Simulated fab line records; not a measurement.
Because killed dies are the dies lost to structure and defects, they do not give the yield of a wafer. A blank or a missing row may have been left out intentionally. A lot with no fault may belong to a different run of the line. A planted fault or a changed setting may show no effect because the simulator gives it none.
Comparing a struck lot with a sound one ; flow ritCmos ; 16 steps out of a route of 202
Sound: the wafers L565.1, L565.3, L565.4. Wafers L562.2, L562.3, L562.4 were the ones struck. The cause is named last.
Order at every step that has rows: each side's tool, ch and its chambers, its first start. Under that, the readings that differ: sound wafers ; struck wafers ; difference of the means ; sigmas: that difference in standard deviations of wafers without a fault.
alike: readings whose means differ by less than 2 such deviations, and words and numbers that are the same on both sides. not compared: withheld readings, readings that some wafer has no value for, bounds like >300 that may hide the same value, and numbers for which the record gives no deviation and whose values overlap.
The two part at a step that has a row with sigmas, a row that says differs or no value, or rows on one side only. Non-overlapping numbers with no deviation appear without sigmas and do not part them. Lack of a reading on every wafer of one side parts them only where that side has two or more wafers.

first, 4 steps without rows for these wafers: RIT_PLDD_SOFTBAKE_02 (time 60 s); RIT_PLDD_EXPOSE_03 (exposes mask M8, target cd 40900 nm); RIT_PLDD_PEB_04; RIT_PLDD_DEVELOP_05 (develop time 50 s).
RIT_PLDD_OVL_MEAS_06:
  struck on overlay-01, day 4 00:06; sound on overlay-01, day 4 11:11
  alike: PLDD_OVL
then, 2 steps without rows for these wafers: RIT_PLDD_HARDBAKE_07 (time 60 s); RIT_PLDD_IMPLANT_08.
RIT_PLDD_STRIP_09: strips in O2, time 180 s.
  sound on plasmaAsher-02 ch 0,1, day 4 11:32; struck on plasmaAsher-01 ch 0,1, day 4 00:32
  alike: drypumpMotorCurrentA
  not compared: rfHoursCounterH
RIT_PLDD_TW_MEAS_10:
  struck on filmMetro-02, day 4 00:44; sound on filmMetro-02, day 4 11:43
  alike: PLDD_TW
then, 3 steps without rows for these wafers: RIT_SPACER_CLEAN_00 (cleans in SC1, time 600 s); RIT_SPACER_CLEAN_01 (cleans in dHF, time 30 s); RIT_SPACER_CLEAN_02 (cleans in SC2, time 600 s).
RIT_SPACER_CVD_03: deposits Si3N4 from SiH2Cl2/NH3, target thk 250 nm, time 3300 s.
  sound on lpcvd-01 ch 1, day 4 12:38; struck on lpcvd-02 ch 0, day 4 01:11
reading;sound;struck;difference;sigmas
spikeTcCentreC (C);812.6 811.6 812.1;830.7 826.6 827.1;+16.0;+13
spikeTcLoadC (C);837.3 837.2 837.8;849.7 852.1 850.1;+13.2;+8
spikeTcSourceC (C);826.8 825.6 828.8;846.9 849.1 848.3;+21.0;+10
susceptorTempC (C);809.7 810.3 810.1;825.2 825.1 825.3;+15.2;+46
model.Si3N4_of_SPACER_CVD_03.thkNm (nm);251.7 250.5 253.5;324.9 324.8 324.4;+72.8;
  alike: sih2cl2FlowSccm
RIT_SPACER_THK_MEAS_04:
  struck on filmMetro-03, day 4 03:06; sound on filmMetro-04, day 4 14:34
reading;sound;struck;difference;sigmas
SPACER_NITRIDE_THK (nm);251.7 250.4 253.4;324.8 324.8 324.3;+72.8;+24
RIT_SPACER_ETCHBACK_05: etches Si3N4 in SF6/CHF3, stops on SiO2, target depth 250 nm, time 240 s.
  sound on rieDiel-03 ch 0,1,3, day 4 14:37; struck on rieDiel-03 ch 1,2,3, day 4 03:09
reading;sound;struck;difference;sigmas
oesProductAu (a.u.);0.843 0.860 0.860;0.993 0.989 0.968;+0.129;+9
model.etch.depthNm (nm);251.7 250.5 253.5;309.7 309.9 308.6;+57.5;
model.Si3N4_of_SPACER_CVD_03.thkNm (nm);198.8 197.9 200.1;255.3 255.2 255.1;+56.3;
  alike: drypumpMotorCurrentA, throttleValvePct
  not compared: rfHoursCounterH
RIT_M1_PROBE_99:
  struck on prober-01, day 4 14:13; sound on prober-01, day 5 01:32
reading;sound;struck;difference;sigmas
killedAtFrontEnd;5 4 1;257 257 260;+255;+77
killedDies;6 4 1;257 257 260;+254;+77
killedOnRim;1 0 1;64 65 70;+66;+47
  alike: killedAtContacts, killedOpen, killedShort

== WHERE THEY PART ==
Last at RIT_M1_PROBE_99 as far as this record goes, first at RIT_SPACER_CVD_03.

WHY: whatever the simulator had introduced
lpcvd-02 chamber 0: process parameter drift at RIT_SPACER_CVD_03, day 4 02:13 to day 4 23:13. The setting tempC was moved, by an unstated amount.
